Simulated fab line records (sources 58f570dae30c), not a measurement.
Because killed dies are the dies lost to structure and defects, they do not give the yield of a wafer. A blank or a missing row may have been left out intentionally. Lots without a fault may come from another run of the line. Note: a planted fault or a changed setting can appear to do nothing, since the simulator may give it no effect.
fab line records + flow berkeley_cmos170
[record]
- lots = 5
- wafers = 15
- last_day = 12
route steps=331 shown ACTIVE@65 PFIELD@79
lots that met no fault: taken from a fault-free run of the same line
start_h: start of the lot's first displayed wafer, in hours after the record's first day + wait_h: hours since the lot's step before + " unchanged from the row above + L1.1+2: a single row standing in for several wafers + - no value present, or no start provided + * or withheld: withheld + < > ~ a bound
route shown NAME@n: names a module that has steps shown in the file, with the first one's number in the route + usual: mean and standard deviation over wafers with no fault + same: alike in all rows + chamber/n: place in a boat + sites: the reading at each site + _std_site: standard deviation across them + _edge_site: mean of outer sites minus mean of inner sites + radius_mm: how far each site lies from the wafer's centre + mask NAME#n: copy n + behind: the most recent tool/chamber to have shaped the wafer + hold: why the lot went on hold/how many hours it stayed there/how the hold came to an end + device: the transistor (n, p or np) that didn't switch + end of line: tests run on the same wafers once the route is complete + step lacking rows: just its recipe + killed: not the wafer's yield, but the dies lost to structure and defects at the first sort + map: per-die view of a wafer (x killed, . not killed, _ where there is no die)
set.NAME: the setting that was run; set.NAME@STEP: the one run at that earlier step + model.NAME: the simulator's own value behind a step, which no gauge read
lots seen at some steps along the route; tables by step, rows by wafer
services: when a tool's chamber went out of use (start_h, in hours from the record's first day, below 0 if earlier), for how many hours, and the reason
[[steps]]
[step UCB170_ACTIVE_CVD_05]
[recipe]
- material = Si3N4
- target_thk_nm = 220
- temp_c = 800
- precursor = SiH2Cl2/NH3
- time_s = 3300
- pressure_mtorr = 200
- sih2cl2_flow_sccm = 25
- nh3_flow_sccm = 75
[usual]
- pressure_mtorr = 200.0/0.41
| lot.wafer | tool     | chamber | start_h | wait_h | pressure_mtorr |
|-----------|----------|---------|---------|--------|----------------|
| L081.2    | lpcvd-01 | 1       | 126.93  | 0.0    | 198.8          |
| L081.3    | "        | 1       | "       | "      | 199.2          |
| L081.4    | "        | 1       | "       | "      | 199.5          |
| L084.2    | lpcvd-02 | 1       | 134.13  | 0.0    | 199.8          |
| L084.4    | "        | 1       | "       | "      | 200.6          |
| L084.5    | "        | 1       | "       | "      | 200.6          |
| L085.1    | lpcvd-02 | 1       | 134.13  | 0.0    | 199.7          |
| L085.3    | "        | 1       | "       | "      | 199.9          |
| L085.6    | "        | 1       | "       | "      | 200.1          |
| L093.1    | lpcvd-02 | 0       | 182.21  | 0.5    | 199.8          |
| L093.2    | "        | 0       | "       | "      | 199.7          |
| L093.6    | "        | 0       | "       | "      | 199.2          |
| L095.1    | lpcvd-01 | 1       | 192.55  | 0.0    | 199.9          |
| L095.2    | "        | 1       | "       | "      | 200.6          |
| L095.6    | "        | 1       | "       | "      | 200.3          |
[step UCB170_ACTIVE_THK_MEAS_06]
[recipe]
- reads = Si3N4_of_ACTIVE_CVD_05
[usual]
- ACTIVE_NITRIDE_THK = 220.0/1.8
| lot.wafer | tool          | chamber | start_h | wait_h | ACTIVE_NITRIDE_THK[nm] |
|-----------|---------------|---------|---------|--------|------------------------|
| L081.2    | film_metro-01 | -       | 128.92  | 0.1    | 221.1                  |
| L081.3    | "             | -       | "       | "      | 220.4                  |
| L081.4    | "             | -       | "       | "      | 217.7                  |
| L084.2    | film_metro-01 | -       | 136.06  | 0.0    | 218.8                  |
| L084.4    | "             | -       | "       | "      | 218.7                  |
| L084.5    | "             | -       | "       | "      | 219.8                  |
| L085.1    | film_metro-03 | -       | 136.11  | 0.1    | 221.6                  |
| L085.3    | "             | -       | "       | "      | 220.7                  |
| L085.6    | "             | -       | "       | "      | 219.5                  |
| L093.1    | film_metro-03 | -       | 184.13  | 0.0    | 219.6                  |
| L093.2    | "             | -       | "       | "      | 220.0                  |
| L093.6    | "             | -       | "       | "      | 218.9                  |
| L095.1    | film_metro-04 | -       | 194.46  | 0.0    | 222.1                  |
| L095.2    | "             | -       | "       | "      | 223.1                  |
| L095.6    | "             | -       | "       | "      | 220.7                  |
[step UCB170_ACTIVE_HMDS_07]
[recipe]
- prime_time_s = 60
- prime_temp_c = 100
[same]
- prime_time_s = 60
| lot.wafer  | tool           | chamber | start_h | wait_h |
|------------|----------------|---------|---------|--------|
| L081.2+3+4 | litho_track-02 | 0       | 129.38  | 0.5    |
| L084.2+4+5 | litho_track-03 | 0       | 136.49  | 0.4    |
| L085.1+3+6 | litho_track-04 | 0       | 136.56  | 0.4    |
| L093.1+2+6 | litho_track-03 | 0       | 184.43  | 0.3    |
| L095.1+2+6 | litho_track-04 | 0       | 195.39  | 0.9    |
[step UCB170_ACTIVE_COAT_08]
[recipe]
- resist = KrF
- spin_rpm = 1500
- resist_thk_nm = 900
| lot.wafer  | tool           | chamber | start_h | wait_h |
|------------|----------------|---------|---------|--------|
| L081.2+3+4 | litho_track-02 | 0       | 129.53  | 0.1    |
| L084.2+4+5 | litho_track-03 | 0       | 136.64  | 0.1    |
| L085.1+3+6 | litho_track-04 | 0       | 136.71  | 0.1    |
| L093.1+2+6 | litho_track-03 | 0       | 184.58  | 0.1    |
| L095.1+2+6 | litho_track-04 | 0       | 195.54  | 0.1    |
[step UCB170_ACTIVE_SOFTBAKE_09]
[recipe]
- resist = KrF
- temp_c = 130
- time_s = 60
| lot.wafer  | tool           | chamber | start_h | wait_h |
|------------|----------------|---------|---------|--------|
| L081.2+3+4 | litho_track-02 | 0       | 129.68  | 0.1    |
| L084.2+4+5 | litho_track-03 | 0       | 136.79  | 0.1    |
| L085.1+3+6 | litho_track-04 | 0       | 136.86  | 0.1    |
| L093.1+2+6 | litho_track-03 | 0       | 184.73  | 0.1    |
| L095.1+2+6 | litho_track-04 | 0       | 195.69  | 0.1    |
[step UCB170_ACTIVE_EXPOSE_10]
[recipe]
- mask_id = ACTIVE
- target_cd_nm = 1200
- na = 0.5
- sigma_outer = 0.6
- source_shape = conventional
- dose_mj = 20
| lot.wafer  | tool           | chamber | start_h | wait_h | mask     |
|------------|----------------|---------|---------|--------|----------|
| L081.2+3+4 | krf_scanner-01 | 0       | 129.98  | 0.3    | ACTIVE#0 |
| L084.2+4+5 | krf_scanner-01 | 0       | 137.06  | 0.2    | ACTIVE#0 |
| L085.1+3+6 | krf_scanner-02 | 0       | 137.28  | 0.4    | ACTIVE#0 |
| L093.1+2+6 | krf_scanner-01 | 0       | 184.88  | 0.1    | ACTIVE#0 |
| L095.1+2+6 | krf_scanner-02 | 0       | 196.08  | 0.4    | ACTIVE#0 |
[step UCB170_ACTIVE_PEB_11]
[recipe]
- peb_temp_c = 130
- peb_time_s = withheld
- resist = KrF
| lot.wafer  | tool           | chamber | start_h | wait_h |
|------------|----------------|---------|---------|--------|
| L081.2+3+4 | litho_track-02 | 0       | 130.11  | 0.1    |
| L085.1+3+6 | litho_track-03 | 0       | 137.92  | 0.6    |
| L084.2+4+5 | litho_track-02 | 0       | 137.93  | 0.9    |
| L093.1+2+6 | litho_track-04 | 0       | 185.00  | 0.1    |
| L095.1+2+6 | litho_track-03 | 0       | 196.56  | 0.5    |
[step UCB170_ACTIVE_DEVELOP_12]
[recipe]
- developer = TMAH
- develop_time_s = 45
- resist = KrF
- dev_temp_c = 21
[same]
- develop_time_s = 45
| lot.wafer  | tool           | chamber | start_h | wait_h |
|------------|----------------|---------|---------|--------|
| L081.2+3+4 | litho_track-02 | 0       | -       | -      |
| L085.1+3+6 | litho_track-03 | 0       | -       | -      |
| L084.2+4+5 | litho_track-02 | 0       | -       | -      |
| L093.1+2+6 | litho_track-04 | 0       | -       | -      |
| L095.1+2+6 | litho_track-03 | 0       | -       | -      |
[step UCB170_ACTIVE_CD_MEAS_13]
[recipe]
- target_cd_nm = 1200
[usual]
- cd_nm = 1199.8/1.3
| lot.wafer | tool      | chamber | start_h | wait_h | cd_nm  |
|-----------|-----------|---------|---------|--------|--------|
| L081.2    | cd_sem-02 | -       | 130.65  | -      | 1199.4 |
| L081.3    | "         | -       | "       | "      | 1198.8 |
| L081.4    | "         | -       | "       | "      | 1198.8 |
| L084.2    | cd_sem-02 | -       | 138.20  | -      | 1198.2 |
| L084.4    | "         | -       | "       | "      | 1197.4 |
| L084.5    | "         | -       | "       | "      | 1199.3 |
| L085.1    | cd_sem-02 | -       | 138.30  | -      | 1201.8 |
| L085.3    | "         | -       | "       | "      | 1202.0 |
| L085.6    | "         | -       | "       | "      | 1202.1 |
| L093.1    | cd_sem-01 | -       | 185.28  | -      | 1201.6 |
| L093.2    | "         | -       | "       | "      | 1199.7 |
| L093.6    | "         | -       | "       | "      | 1201.1 |
| L095.1    | cd_sem-02 | -       | 196.95  | -      | 1200.3 |
| L095.2    | "         | -       | "       | "      | 1200.8 |
| L095.6    | "         | -       | "       | "      | 1201.8 |
[step UCB170_ACTIVE_OVL_MEAS_14]
[usual]
- ACTIVE_OVL = 1/6.4
| lot.wafer | tool       | chamber | start_h | wait_h | ACTIVE_OVL[nm] |
|-----------|------------|---------|---------|--------|----------------|
| L081.2    | overlay-02 | -       | 130.76  | 0.1    | 6              |
| L081.3    | "          | -       | "       | "      | -6             |
| L081.4    | "          | -       | "       | "      | 3              |
| L084.2    | overlay-02 | -       | 138.31  | 0.1    | -11            |
| L084.4    | "          | -       | "       | "      | -7             |
| L084.5    | "          | -       | "       | "      | 10             |
| L085.1    | overlay-01 | -       | 138.42  | 0.1    | 1              |
| L085.3    | "          | -       | "       | "      | 2              |
| L085.6    | "          | -       | "       | "      | -1             |
| L093.1    | overlay-02 | -       | 185.40  | 0.1    | -5             |
| L093.2    | "          | -       | "       | "      | 7              |
| L093.6    | "          | -       | "       | "      | 3              |
| L095.1    | overlay-01 | -       | 197.07  | 0.1    | 1              |
| L095.2    | "          | -       | "       | "      | -10            |
| L095.6    | "          | -       | "       | "      | -1             |
[step UCB170_ACTIVE_ETCH_15]
[recipe]
- chemistry = CH3F/Ar/O2
- target = Si3N4
- stop_on = SiO2
- CH3F_flow_sccm = 20
- Ar_flow_sccm = 50
- O2_flow_sccm = 7
- pressure_mtorr = 50
- rf_w = 450
- target_depth_a = 2420
- over_etch_frac = 0.1
- time_s = 151
[usual]
- drypump_motor_current_A = 5.9/0.42
- oes_product_au = 0.932/0.012
- throttle_valve_pct = 8.09/0.078
| lot.wafer | tool        | chamber | start_h | wait_h | drypump_motor_current_A | oes_product_au | rf_hours_counter_h | throttle_valve_pct |
|-----------|-------------|---------|---------|--------|-------------------------|----------------|--------------------|--------------------|
| L081.2    | rie_diel-02 | 3       | 130.79  | 0.0    | 5.9                     | 0.928          | 14                 | 8.04               |
| L081.3    | "           | 1       | "       | "      | 6.4                     | 0.944          | 125                | 8.02               |
| L081.4    | "           | 0       | "       | "      | 6.3                     | 0.931          | 33                 | 8.11               |
| L084.2    | rie_diel-02 | 3       | 138.34  | 0.0    | 5.9                     | 0.919          | 14                 | 8.03               |
| L084.4    | "           | 0       | "       | "      | 6.3                     | 0.925          | 33                 | 8.13               |
| L084.5    | "           | 3       | "       | "      | 5.9                     | 0.926          | -                  | 8.04               |
| L085.1    | rie_diel-04 | 2       | 138.46  | 0.0    | 5.2                     | 0.953          | 5                  | 8.20               |
| L085.3    | "           | 1       | "       | "      | 6.0                     | 0.952          | 81                 | 7.98               |
| L085.6    | "           | 1       | "       | "      | 6.0                     | 0.942          | -                  | 7.98               |
| L093.1    | rie_diel-02 | 0       | 185.43  | 0.0    | 6.3                     | 0.943          | 36                 | 8.13               |
| L093.2    | "           | 1       | "       | "      | 6.3                     | 0.941          | 128                | 8.03               |
| L093.6    | "           | 3       | "       | "      | 5.9                     | 0.918          | -                  | 8.02               |
| L095.1    | rie_diel-02 | 3       | 197.10  | 0.0    | 5.9                     | 0.938          | 17                 | 8.04               |
| L095.2    | "           | 1       | "       | "      | 6.3                     | 0.950          | 128                | 8.03               |
| L095.6    | "           | 0       | "       | "      | 6.2                     | 0.940          | -                  | 8.11               |
[step UCB170_ACTIVE_STRIP_16]
[recipe]
- chemistry = O2
- power_w = 400
- pressure_mtorr = 3500
- platen_temp_c = withheld
- o2_flow_sccm = 400
- overash_fraction = 0.5
[usual]
- drypump_motor_current_A = 5.7/0.53
- o2_flow_sccm = 400.0/1.1
- oes_product_au = 0.721/0.0045
- strip_time_to_endpoint_s = 18.08/0.083
| lot.wafer | tool            | chamber | start_h | wait_h | drypump_motor_current_A | o2_flow_sccm | oes_product_au | rf_hours_counter_h | strip_time_to_endpoint_s |
|-----------|-----------------|---------|---------|--------|-------------------------|--------------|----------------|--------------------|--------------------------|
| L081.2    | plasma_asher-04 | 0       | 130.89  | 0.1    | 5.6                     | 400.2        | 0.723          | 42                 | 18.02                    |
| L081.3    | "               | 1       | "       | "      | 5.6                     | 400.0        | 0.719          | -                  | 18.02                    |
| L081.4    | "               | 0       | "       | "      | 5.7                     | 398.3        | 0.725          | -                  | 17.91                    |
| L084.2    | plasma_asher-02 | 0       | 138.44  | 0.1    | 4.8                     | 399.6        | 0.727          | 32                 | 18.17                    |
| L084.4    | "               | 1       | "       | "      | 6.6                     | 400.3        | 0.718          | -                  | 18.14                    |
| L084.5    | "               | 1       | "       | "      | 6.6                     | 400.3        | 0.725          | -                  | 18.11                    |
| L085.1    | plasma_asher-04 | 0       | 138.56  | 0.1    | 5.6                     | 398.8        | 0.717          | 43                 | 18.28                    |
| L085.3    | "               | 0       | "       | "      | 5.7                     | 400.2        | 0.720          | -                  | 18.19                    |
| L085.6    | "               | 0       | "       | "      | 5.6                     | 399.4        | 0.721          | -                  | 18.23                    |
| L093.1    | plasma_asher-04 | 0       | 185.53  | 0.1    | 5.6                     | 400.0        | 0.724          | 48                 | 17.99                    |
| L093.2    | "               | 1       | "       | "      | 5.6                     | 397.9        | 0.717          | 48                 | 17.99                    |
| L093.6    | "               | 0       | "       | "      | 5.6                     | 399.0        | 0.719          | -                  | 18.04                    |
| L095.1    | plasma_asher-03 | 1       | 197.20  | 0.1    | 6.0                     | 397.4        | 0.723          | 46                 | 18.12                    |
| L095.2    | "               | 0       | "       | "      | 5.5                     | 400.4        | 0.730          | 46                 | 18.18                    |
| L095.6    | "               | 1       | "       | "      | 6.0                     | 400.5        | 0.717          | -                  | 18.04                    |
[step UCB170_ACTIVE_CD_MEAS_90]
[recipe]
- target_cd_nm = 1200
[usual]
- cd_nm = 1199.8/1.3
| lot.wafer | tool      | chamber | start_h | wait_h | cd_nm  |
|-----------|-----------|---------|---------|--------|--------|
| L081.2    | cd_sem-02 | -       | 131.13  | 0.2    | 1199.2 |
| L081.3    | "         | -       | "       | "      | 1199.3 |
| L081.4    | "         | -       | "       | "      | 1198.7 |
| L084.2    | cd_sem-02 | -       | 138.80  | 0.3    | 1198.3 |
| L084.4    | "         | -       | "       | "      | 1197.2 |
| L084.5    | "         | -       | "       | "      | 1199.5 |
| L085.1    | cd_sem-02 | -       | 138.90  | 0.3    | 1202.4 |
| L085.3    | "         | -       | "       | "      | 1202.2 |
| L085.6    | "         | -       | "       | "      | 1202.3 |
| L093.1    | cd_sem-01 | -       | 185.63  | 0.1    | 1201.9 |
| L093.2    | "         | -       | "       | "      | 1199.1 |
| L093.6    | "         | -       | "       | "      | 1201.6 |
| L095.1    | cd_sem-02 | -       | 197.43  | 0.2    | 1199.8 |
| L095.2    | "         | -       | "       | "      | 1201.3 |
| L095.6    | "         | -       | "       | "      | 1201.8 |
[step UCB170_ACTIVE_CLEAN_17]
[recipe]
- chemistry = SPM
- temp_c = 120
- time_s = 600
[usual]
- bath_guard_temp_C = 119.5/0.32
| lot.wafer | tool         | chamber | start_h | wait_h | bath_guard_temp_C |
|-----------|--------------|---------|---------|--------|-------------------|
| L081.2    | wet_bench-03 | 0       | 132.34  | 1.2    | 119.5             |
| L081.3    | "            | 0       | "       | "      | 119.5             |
| L081.4    | "            | 0       | "       | "      | 119.4             |
| L084.2    | wet_bench-03 | 1       | 140.32  | 1.5    | 120.0             |
| L084.4    | "            | 1       | "       | "      | 119.8             |
| L084.5    | "            | 1       | "       | "      | 120.0             |
| L085.1    | wet_bench-03 | 2       | 140.32  | 1.4    | 118.9             |
| L085.3    | "            | 2       | "       | "      | 118.6             |
| L085.6    | "            | 2       | "       | "      | 118.7             |
| L093.1    | wet_bench-04 | 0       | 188.32  | 2.7    | 119.3             |
| L093.2    | "            | 0       | "       | "      | 119.2             |
| L093.6    | "            | 0       | "       | "      | 119.2             |
| L095.1    | wet_bench-01 | 0       | 197.65  | 0.2    | 120.0             |
| L095.2    | "            | 0       | "       | "      | 119.9             |
| L095.6    | "            | 0       | "       | "      | 119.4             |
[step UCB170_PFIELD_HMDS_00]
[recipe]
- prime_time_s = 60
- prime_temp_c = 100
[same]
- prime_time_s = 60
| lot.wafer  | tool           | chamber | start_h | wait_h |
|------------|----------------|---------|---------|--------|
| L081.2+3+4 | litho_track-03 | 0       | 133.03  | 0.5    |
| L084.2+4+5 | litho_track-01 | 0       | 140.67  | 0.1    |
| L085.1+3+6 | litho_track-04 | 0       | 140.71  | 0.2    |
| L093.1+2+6 | litho_track-04 | 0       | 188.51  | 0.0    |
| L095.1+2+6 | litho_track-04 | 0       | 197.91  | 0.1    |
[[services]]
| tool            | chamber | start_h | hours | kind           |
|-----------------|---------|---------|-------|----------------|
| krf_scanner-01  | -       | 104.34  | 2.0   | repair         |
| krf_scanner-02  | -       | 106.31  | 1.3   | pm             |
| plasma_asher-02 | -       | 108.49  | 1.1   | repair         |
| rie_diel-04     | 0       | 108.67  | 12.3  | repair         |
| krf_scanner-02  | -       | 113.16  | 0.8   | pm             |
| krf_scanner-02  | -       | 124.20  | 1.0   | pm             |
| plasma_asher-03 | -       | 126.03  | 14.6  | pm             |
| rie_diel-02     | 2       | 145.28  | 8.2   | repair         |
| krf_scanner-01  | -       | 148.65  | 1.3   | pm             |
| rie_diel-02     | 1       | 149.57  | 3.2   | repair         |
| wet_bench-04    | -       | 151.70  | 1.9   | pm             |
| rie_diel-02     | 3       | 157.21  | 3.1   | repair         |
| rie_diel-02     | -       | 157.62  | 6.2   | repair         |
| rie_diel-02     | 2       | 165.62  | 9.0   | repair         |
| rie_diel-02     | 2       | 189.03  | -     | clean          |
| rie_diel-02     | 2       | 189.03  | 22.8  | scheduled_down |
| rie_diel-02     | 2       | 189.03  | 22.8  | vent_cycle     |
[[key]]
fault none
